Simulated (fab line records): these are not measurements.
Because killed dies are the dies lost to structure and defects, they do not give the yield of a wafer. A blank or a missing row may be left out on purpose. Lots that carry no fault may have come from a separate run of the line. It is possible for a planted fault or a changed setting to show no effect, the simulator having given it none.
fab line records ; flow rit-cmos
record lots=7; wafers=21; last-day=8
route steps=202 shown FOX2@24 NWELL@28 PWELL@39 WELLDRIVE@50
lots with no fault: from the same line, run without faults
start-h: start of the lot's first displayed wafer, in hours after the record's first day ; wait-h: how many hours have passed since the lot's step before this one ; " identical to the entry in the row above ; L1.1+2: a single row standing in for several wafers ; - no value present, or no start provided ; * or withheld: withheld ; < > ~ a bound
route shown NAME@n: NAME is a module with steps in the file, n the number in the route of the first one ; usual: the fault-free wafers' mean and standard deviation ; same: alike in all rows ; chamber/n: place in a boat ; sites: each site's reading ; _std_site: their standard deviation ; _edge_site: the outer-site mean with the inner-site mean subtracted ; radius-mm: for every site, how far away it sits from the centre of the wafer ; mask NAME#n: copy n ; behind: the tool/chamber that last shaped the wafer ; hold: cause of the lot's hold/its duration in hours/its outcome ; device: names the non-switching transistor (n, p or np) ; end of line: tests run on the same wafers once the route is complete ; a step without rows: its recipe alone ; killed: the dies lost at the first sort to structure and to defects; this is not the yield of the wafer ; map: the dies of a wafer, with x for killed, . for not killed, _ for no die there
set.NAME: the setting that was run; set.NAME@STEP: the one run at that earlier step ; model.NAME: the simulator's own value behind a step, which no gauge read
a table for each step, a row for each wafer; lots at some steps of the route
services: when a tool's chamber went out of use (start-h, in hours from the record's first day, below 0 if earlier), for how many hours, and the reason
## steps
# step RIT_FOX2_THK_MEAS_01
# recipe reads=SiO2_of_FOX2_OXIDATION_00
# usual FOX2_OXIDE_THK=353/6.1
lot.wafer;tool;chamber;start-h;wait-h;FOX2_OXIDE_THK[nm]
L488.1;film-metro-04;-;35.86;0.0;356
L488.3;film-metro-04;-;35.86;0.0;355
L488.4;film-metro-04;-;35.86;0.0;357
L491.1;film-metro-01;-;50.02;0.0;356
L491.2;film-metro-01;-;50.02;0.0;356
L491.5;film-metro-01;-;50.02;0.0;362
L492.4;film-metro-04;-;63.12;0.0;350
L492.5;film-metro-04;-;63.12;0.0;349
L492.6;film-metro-04;-;63.12;0.0;346
L494.3;film-metro-01;-;69.67;0.0;344
L494.4;film-metro-01;-;69.67;0.0;350
L494.6;film-metro-01;-;69.67;0.0;345
L495.1;film-metro-04;-;74.26;0.0;364
L495.3;film-metro-04;-;74.26;0.0;365
L495.4;film-metro-04;-;74.26;0.0;375
L504.1;film-metro-04;-;119.06;0.0;351
L504.3;film-metro-04;-;119.06;0.0;348
L504.4;film-metro-04;-;119.06;0.0;353
L508.1;film-metro-03;-;148.27;0.0;352
L508.4;film-metro-03;-;148.27;0.0;348
L508.6;film-metro-03;-;148.27;0.0;352
# step RIT_FOX2_CLEAN_02
# recipe chemistry=dHF; dilution=50:1; time-s=180
# step RIT_FOX2_WET_ETCH_03
# recipe chemistry=H3PO4; target=Si3N4; target-depth-nm=195; temp-c=165; time-s=2700
# step RIT_FOX2_THK_MEAS_90
# recipe reads=SiO2_of_FOX2_OXIDATION_00
# usual FIELD_OXIDE_LEFT_1_THK=326/6.2
lot.wafer;tool;chamber;start-h;wait-h;FIELD_OXIDE_LEFT_1_THK[nm]
L488.1;film-metro-01;-;36.73;0.0;328
L488.3;film-metro-01;-;36.73;0.0;328
L488.4;film-metro-01;-;36.73;0.0;329
L491.1;film-metro-03;-;50.90;0.0;329
L491.2;film-metro-03;-;50.90;0.0;329
L491.5;film-metro-03;-;50.90;0.0;335
L492.4;film-metro-04;-;64.07;0.0;323
L492.5;film-metro-04;-;64.07;0.0;322
L492.6;film-metro-04;-;64.07;0.0;319
L494.3;film-metro-03;-;70.54;0.0;317
L494.4;film-metro-03;-;70.54;0.0;323
L494.6;film-metro-03;-;70.54;0.0;317
L495.1;film-metro-04;-;75.14;0.0;336
L495.3;film-metro-04;-;75.14;0.0;338
L495.4;film-metro-04;-;75.14;0.0;348
L504.1;film-metro-01;-;119.94;0.0;323
L504.3;film-metro-01;-;119.94;0.0;321
L504.4;film-metro-01;-;119.94;0.0;326
L508.1;film-metro-04;-;149.22;0.0;324
L508.4;film-metro-04;-;149.22;0.0;321
L508.6;film-metro-04;-;149.22;0.0;324
# step RIT_NWELL_HMDS_00
# recipe prime-time-s=60; prime-temp-c=140
# step RIT_NWELL_COAT_01
# recipe resist=NOVOLAK; spin-rpm=1951; resist-thk-nm=1300
# step RIT_NWELL_SOFTBAKE_02
# recipe resist=NOVOLAK; temp-c=90; time-s=60
# step RIT_NWELL_EXPOSE_03
# recipe mask-id=M2; na=0.57; target-cd-nm=43900; dose-mj=250
# step RIT_NWELL_PEB_04
# recipe resist=NOVOLAK; temp-c=withheld; time-s=withheld
# step RIT_NWELL_DEVELOP_05
# recipe resist=NOVOLAK; develop-time-s=68; dev-temp-c=23
# step RIT_NWELL_OVL_MEAS_06
# usual NWELL_OVL=-0.5/1.2
lot.wafer;tool;chamber;start-h;wait-h;NWELL_OVL[nm]
L488.1;overlay-01;-;37.67;-;-3.6
L488.3;overlay-01;-;37.67;-;-1.1
L488.4;overlay-01;-;37.67;-;-0.9
L491.1;overlay-02;-;52.05;-;0.0
L491.2;overlay-02;-;52.05;-;-2.5
L491.5;overlay-02;-;52.05;-;-1.1
L492.4;overlay-01;-;65.12;-;0.5
L492.5;overlay-01;-;65.12;-;0.9
L492.6;overlay-01;-;65.12;-;-1.3
L494.3;overlay-01;-;71.48;-;0.2
L494.4;overlay-01;-;71.48;-;-0.4
L494.6;overlay-01;-;71.48;-;-0.2
L495.1;overlay-02;-;76.16;-;-2.9
L495.3;overlay-02;-;76.16;-;-0.5
L495.4;overlay-02;-;76.16;-;0.4
L504.1;overlay-02;-;121.00;-;-0.7
L504.3;overlay-02;-;121.00;-;0.0
L504.4;overlay-02;-;121.00;-;-0.2
L508.1;overlay-01;-;150.16;-;-0.9
L508.4;overlay-01;-;150.16;-;-0.5
L508.6;overlay-01;-;150.16;-;-0.4
# step RIT_NWELL_HARDBAKE_07
# recipe resist=NOVOLAK; temp-c=140; time-s=120
# step RIT_NWELL_IMPLANT_08
# recipe species=P; energy-kev=172.6; dose-cm2=5e+13; tilt-deg=7
# usual dose-ions-cm2=5e+13/5.6e+10; end-station-pressure-torr=5.14e-06/2.8e-07; faraday-current-uA=159/3.3
lot.wafer;tool;chamber;start-h;wait-h;dose-ions-cm2;end-station-pressure-torr;faraday-current-uA
L488.1;implanter-03;0;37.96;0.2;4.998e+13;5.15e-06;162
L488.3;implanter-03;0;37.96;0.2;4.997e+13;4.99e-06;162
L488.4;implanter-03;0;37.96;0.2;4.991e+13;4.83e-06;159
L491.1;implanter-04;0;52.33;0.2;4.998e+13;5.14e-06;153
L491.2;implanter-04;0;52.33;0.2;5.007e+13;5.22e-06;161
L491.5;implanter-04;0;52.33;0.2;5.007e+13;5.11e-06;154
L492.4;implanter-04;0;65.46;0.2;4.798e+13;4.85e-06;153
L492.5;implanter-04;0;65.46;0.2;4.804e+13;5.54e-06;156
L492.6;implanter-04;0;65.46;0.2;4.8e+13;4.73e-06;149
L494.3;implanter-04;0;71.80;0.2;4.806e+13;4.74e-06;150
L494.4;implanter-04;0;71.80;0.2;4.803e+13;5.23e-06;151
L494.6;implanter-04;0;71.80;0.2;4.792e+13;4.69e-06;152
L495.1;implanter-04;0;76.45;0.2;4.81e+13;5.22e-06;158
L495.3;implanter-04;0;76.45;0.2;4.805e+13;4.79e-06;151
L495.4;implanter-04;0;76.45;0.2;4.803e+13;4.89e-06;152
L504.1;implanter-02;0;121.29;0.2;5.001e+13;5.22e-06;164
L504.3;implanter-02;0;121.29;0.2;4.998e+13;5.42e-06;163
L504.4;implanter-02;0;121.29;0.2;5.012e+13;5.03e-06;157
L508.1;implanter-02;0;150.45;0.2;5.004e+13;5.65e-06;154
L508.4;implanter-02;0;150.45;0.2;4.993e+13;5.17e-06;157
L508.6;implanter-02;0;150.45;0.2;5.008e+13;4.95e-06;160
# step RIT_NWELL_STRIP_09
# recipe chemistry=O2; time-s=180; resist=NOVOLAK; platen-temp-c=withheld; power-w=500; pressure-mtorr=4000; o2-flow-sccm=4000
# usual drypump-motor-current-A=5.8/0.41
# same time-s=180
lot.wafer;tool;chamber;start-h;wait-h;drypump-motor-current-A;rf-hours-counter-h
L488.1;plasma-asher-02;0;38.11;0.1;6.1;37
L488.3;plasma-asher-02;1;38.11;0.1;6.2;-
L488.4;plasma-asher-02;0;38.11;0.1;6.1;-
L491.1;plasma-asher-04;0;52.48;0.1;5.1;43
L491.2;plasma-asher-04;1;52.48;0.1;6.2;43
L491.5;plasma-asher-04;1;52.48;0.1;6.1;-
L492.4;plasma-asher-02;0;65.59;0.1;6.1;-
L492.5;plasma-asher-02;0;65.59;0.1;6.0;-
L492.6;plasma-asher-02;1;65.59;0.1;6.1;-
L494.3;plasma-asher-04;0;71.96;0.1;5.1;-
L494.4;plasma-asher-04;1;71.96;0.1;6.2;-
L494.6;plasma-asher-04;0;71.96;0.1;5.1;-
L495.1;plasma-asher-03;1;76.60;0.1;5.4;28
L495.3;plasma-asher-03;1;76.60;0.1;5.4;-
L495.4;plasma-asher-03;0;76.60;0.1;6.2;-
L504.1;plasma-asher-04;1;121.44;0.1;6.2;51
L504.3;plasma-asher-04;1;121.44;0.1;6.1;-
L504.4;plasma-asher-04;0;121.44;0.1;5.1;-
L508.1;plasma-asher-03;1;150.60;0.1;5.4;36
L508.4;plasma-asher-03;0;150.60;0.1;6.1;-
L508.6;plasma-asher-03;0;150.60;0.1;6.1;-
# step RIT_NWELL_TW_MEAS_10
# usual NWELL_TW=2160/19
lot.wafer;tool;chamber;start-h;wait-h;NWELL_TW
L488.1;film-metro-01;-;38.28;0.1;2131
L488.3;film-metro-01;-;38.28;0.1;2136
L488.4;film-metro-01;-;38.28;0.1;2130
L491.1;film-metro-01;-;52.66;0.1;2141
L491.2;film-metro-01;-;52.66;0.1;2126
L491.5;film-metro-01;-;52.66;0.1;2148
L492.4;film-metro-02;-;65.74;0.1;2152
L492.5;film-metro-02;-;65.74;0.1;2148
L492.6;film-metro-02;-;65.74;0.1;2151
L494.3;film-metro-04;-;72.10;0.1;2162
L494.4;film-metro-04;-;72.10;0.1;2139
L494.6;film-metro-04;-;72.10;0.1;2165
L495.1;film-metro-02;-;76.77;0.1;2111
L495.3;film-metro-02;-;76.77;0.1;2126
L495.4;film-metro-02;-;76.77;0.1;2123
L504.1;film-metro-02;-;121.62;0.1;2168
L504.3;film-metro-02;-;121.62;0.1;2161
L504.4;film-metro-02;-;121.62;0.1;2172
L508.1;film-metro-04;-;150.77;0.1;2172
L508.4;film-metro-04;-;150.77;0.1;2170
L508.6;film-metro-04;-;150.77;0.1;2171
# step RIT_PWELL_HMDS_00
# recipe prime-time-s=60; prime-temp-c=140
# step RIT_PWELL_COAT_01
# recipe resist=NOVOLAK; spin-rpm=2000; resist-thk-nm=1300
# step RIT_PWELL_SOFTBAKE_02
# recipe resist=NOVOLAK; temp-c=90; time-s=60
# step RIT_PWELL_EXPOSE_03
# recipe mask-id=M3; na=0.57; target-cd-nm=43700; dose-mj=250
# step RIT_PWELL_PEB_04
# recipe resist=NOVOLAK; temp-c=withheld; time-s=withheld
# step RIT_PWELL_DEVELOP_05
# recipe resist=NOVOLAK; develop-time-s=68; dev-temp-c=23
# step RIT_PWELL_OVL_MEAS_06
# usual PWELL_OVL=-1.1/1.3
lot.wafer;tool;chamber;start-h;wait-h;PWELL_OVL[nm]
L488.1;overlay-01;-;39.33;-;0.0
L488.3;overlay-01;-;39.33;-;-0.6
L488.4;overlay-01;-;39.33;-;-0.3
L491.1;overlay-01;-;53.72;-;0.4
L491.2;overlay-01;-;53.72;-;-1.0
L491.5;overlay-01;-;53.72;-;-0.8
L492.4;overlay-01;-;66.67;-;2.0
L492.5;overlay-01;-;66.67;-;0.3
L492.6;overlay-01;-;66.67;-;-1.8
L494.3;overlay-01;-;73.15;-;-0.4
L494.4;overlay-01;-;73.15;-;0.3
L494.6;overlay-01;-;73.15;-;-2.0
L495.1;overlay-01;-;77.84;-;-1.7
L495.3;overlay-01;-;77.84;-;-2.1
L495.4;overlay-01;-;77.84;-;-1.6
L504.1;overlay-02;-;122.56;-;-0.2
L504.3;overlay-02;-;122.56;-;-2.0
L504.4;overlay-02;-;122.56;-;-1.9
L508.1;overlay-01;-;151.71;-;-2.0
L508.4;overlay-01;-;151.71;-;-3.0
L508.6;overlay-01;-;151.71;-;-0.9
# step RIT_PWELL_HARDBAKE_07
# recipe resist=NOVOLAK; temp-c=140; time-s=120
# step RIT_PWELL_IMPLANT_08
# recipe species=B; energy-kev=170; dose-cm2=7.096e+13; tilt-deg=7
# step RIT_PWELL_STRIP_09
# recipe chemistry=O2; time-s=180; resist=NOVOLAK; platen-temp-c=withheld; power-w=500; pressure-mtorr=4000; o2-flow-sccm=4000
# usual drypump-motor-current-A=5.9/0.45
# same time-s=180
lot.wafer;tool;chamber;start-h;wait-h;drypump-motor-current-A;rf-hours-counter-h
L488.1;plasma-asher-03;0;39.76;0.1;6.2;24
L488.3;plasma-asher-03;1;39.76;0.1;5.4;-
L488.4;plasma-asher-03;0;39.76;0.1;6.2;-
L491.1;plasma-asher-02;1;54.16;0.1;6.1;39
L491.2;plasma-asher-02;0;54.16;0.1;6.1;39
L491.5;plasma-asher-02;1;54.16;0.1;6.1;-
L492.4;plasma-asher-01;1;67.15;0.1;6.4;-
L492.5;plasma-asher-01;0;67.15;0.1;5.0;-
L492.6;plasma-asher-01;1;67.15;0.1;6.4;-
L494.3;plasma-asher-03;0;73.63;0.1;6.1;-
L494.4;plasma-asher-03;1;73.63;0.1;5.5;-
L494.6;plasma-asher-03;0;73.63;0.1;6.1;-
L495.1;plasma-asher-03;0;78.27;0.1;6.1;28
L495.3;plasma-asher-03;1;78.27;0.1;5.4;-
L495.4;plasma-asher-03;0;78.27;0.1;6.2;-
L504.1;plasma-asher-02;0;122.99;0.1;6.1;0
L504.3;plasma-asher-02;1;122.99;0.1;6.1;-
L504.4;plasma-asher-02;0;122.99;0.1;6.1;-
L508.1;plasma-asher-02;1;152.15;0.1;6.2;3
L508.4;plasma-asher-02;0;152.15;0.1;6.0;-
L508.6;plasma-asher-02;0;152.15;0.1;6.1;-
# step RIT_PWELL_TW_MEAS_10
# usual PWELL_TW=961/8.3
lot.wafer;tool;chamber;start-h;wait-h;PWELL_TW
L488.1;film-metro-04;-;39.94;0.1;964
L488.3;film-metro-04;-;39.94;0.1;961
L488.4;film-metro-04;-;39.94;0.1;964
L491.1;film-metro-02;-;54.33;0.1;968
L491.2;film-metro-02;-;54.33;0.1;964
L491.5;film-metro-02;-;54.33;0.1;968
L492.4;film-metro-04;-;67.29;0.1;967
L492.5;film-metro-04;-;67.29;0.1;966
L492.6;film-metro-04;-;67.29;0.1;968
L494.3;film-metro-01;-;73.77;0.1;950
L494.4;film-metro-01;-;73.77;0.1;952
L494.6;film-metro-01;-;73.77;0.1;951
L495.1;film-metro-04;-;78.45;0.1;968
L495.3;film-metro-04;-;78.45;0.1;974
L495.4;film-metro-04;-;78.45;0.1;974
L504.1;film-metro-02;-;123.17;0.1;961
L504.3;film-metro-02;-;123.17;0.1;958
L504.4;film-metro-02;-;123.17;0.1;961
L508.1;film-metro-02;-;152.32;0.1;958
L508.4;film-metro-02;-;152.32;0.1;960
L508.6;film-metro-02;-;152.32;0.1;953
# step RIT_WELLDRIVE_ANNEAL_00
# recipe temp-c=1100; time-s=14700; ambient=N2
# step RIT_WELLDRIVE_RS_MEAS_01
# recipe thk-meas-gauge=four-point-probe
# usual NWELL_RS=275.5/0.85
lot.wafer;tool;chamber;start-h;wait-h;NWELL_RS[ohm/sq]
L488.1;film-metro-01;-;45.08;0.0;276.4
L488.3;film-metro-01;-;45.08;0.0;276.9
L488.4;film-metro-01;-;45.08;0.0;275.7
L491.1;film-metro-01;-;62.23;0.0;276.1
L491.2;film-metro-01;-;62.23;0.0;275.5
L491.5;film-metro-01;-;62.23;0.0;275.3
L492.4;film-metro-01;-;73.01;0.1;282.2
L492.5;film-metro-01;-;73.01;0.1;283.2
L492.6;film-metro-01;-;73.01;0.1;283.3
L494.3;film-metro-04;-;80.70;0.0;282.1
L494.4;film-metro-04;-;80.70;0.0;282.8
L494.6;film-metro-04;-;80.70;0.0;282.9
L495.1;film-metro-04;-;84.28;0.0;282.9
L495.3;film-metro-04;-;84.28;0.0;281.7
L495.4;film-metro-04;-;84.28;0.0;283.2
L504.1;film-metro-04;-;128.31;0.0;275.3
L504.3;film-metro-04;-;128.31;0.0;275.6
L504.4;film-metro-04;-;128.31;0.0;275.4
L508.1;film-metro-01;-;158.04;0.0;276.5
L508.4;film-metro-01;-;158.04;0.0;276.9
L508.6;film-metro-01;-;158.04;0.0;276.2
# step RIT_WELLDRIVE_RS_MEAS_02
# recipe thk-meas-gauge=four-point-probe
# usual PWELL_RS=426.1/1.5
lot.wafer;tool;chamber;start-h;wait-h;PWELL_RS[ohm/sq]
L488.1;film-metro-01;-;45.20;0.1;428.7
L488.3;film-metro-01;-;45.20;0.1;428.4
L488.4;film-metro-01;-;45.20;0.1;428.0
L491.1;film-metro-01;-;62.35;0.1;427.1
L491.2;film-metro-01;-;62.35;0.1;426.5
L491.5;film-metro-01;-;62.35;0.1;426.5
L492.4;film-metro-01;-;73.13;0.1;427.7
L492.5;film-metro-01;-;73.13;0.1;427.8
L492.6;film-metro-01;-;73.13;0.1;427.7
L494.3;film-metro-04;-;80.82;0.1;428.5
L494.4;film-metro-04;-;80.82;0.1;428.7
L494.6;film-metro-04;-;80.82;0.1;426.8
L495.1;film-metro-04;-;84.40;0.1;425.0
L495.3;film-metro-04;-;84.40;0.1;423.9
L495.4;film-metro-04;-;84.40;0.1;423.4
L504.1;film-metro-04;-;128.43;0.1;425.4
L504.3;film-metro-04;-;128.43;0.1;427.2
L504.4;film-metro-04;-;128.43;0.1;427.1
L508.1;film-metro-01;-;158.16;0.1;427.6
L508.4;film-metro-01;-;158.16;0.1;425.6
L508.6;film-metro-01;-;158.16;0.1;427.5
## services
tool;chamber;start-h;hours;kind
implanter-04;-;30.57;3.9;repair
plasma-asher-02;-;34.74;1.7;repair
plasma-asher-01;-;38.09;5.4;repair
plasma-asher-02;-;68.80;1.6;repair
plasma-asher-01;-;100.24;14.6;pm
plasma-asher-03;-;103.58;2.8;pm
plasma-asher-02;-;108.75;9.0;pm
plasma-asher-02;0;108.75;9.0;vent-cycle
plasma-asher-02;1;108.75;9.0;vent-cycle
plasma-asher-02;0;117.75;-;clean
plasma-asher-02;1;117.75;-;clean
implanter-03;-;122.56;1.8;repair
implanter-04;-;125.08;2.3;repair
implanter-02;-;143.38;1.5;repair
## key
first-sign step=RIT_NWELL_IMPLANT_08; reading=dose-ions-cm2; direction=down; sigmas=36; usual=5e+13; struck=4.802e+13
effect step=RIT_NWELL_IMPLANT_08; reading=faraday-current-uA; direction=down; sigmas=1.8; usual=159; struck=153
effect step=RIT_WELLDRIVE_RS_MEAS_01; reading=NWELL_RS; direction=up; sigmas=8.5; usual=275.5; struck=282.7
met-at RIT_NWELL_IMPLANT_08
struck-wafers L492.4,L492.5,L492.6,L494.3,L494.4,L494.6,L495.1,L495.3,L495.4
tester-left-out L492,L494,L495
onset-between 52.33 65.46
fault kind=process-parameter-drift; tool=implanter-04; chamber=-; onset-h=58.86; steps=RIT_NWELL_IMPLANT_08; channel=dose-cm2; offset=-2e+12; shape=step; end-h=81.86; acts-in=these-recipes-only; stated=5e+13
# tester-left-out: of these lots the tester's yield and bins aren't shown, on N5 and GAA mostly nor the transistor test; their killed dies are dies lost to structure and defects alone, not to doping, threshold or leakage, so they don't give the yield
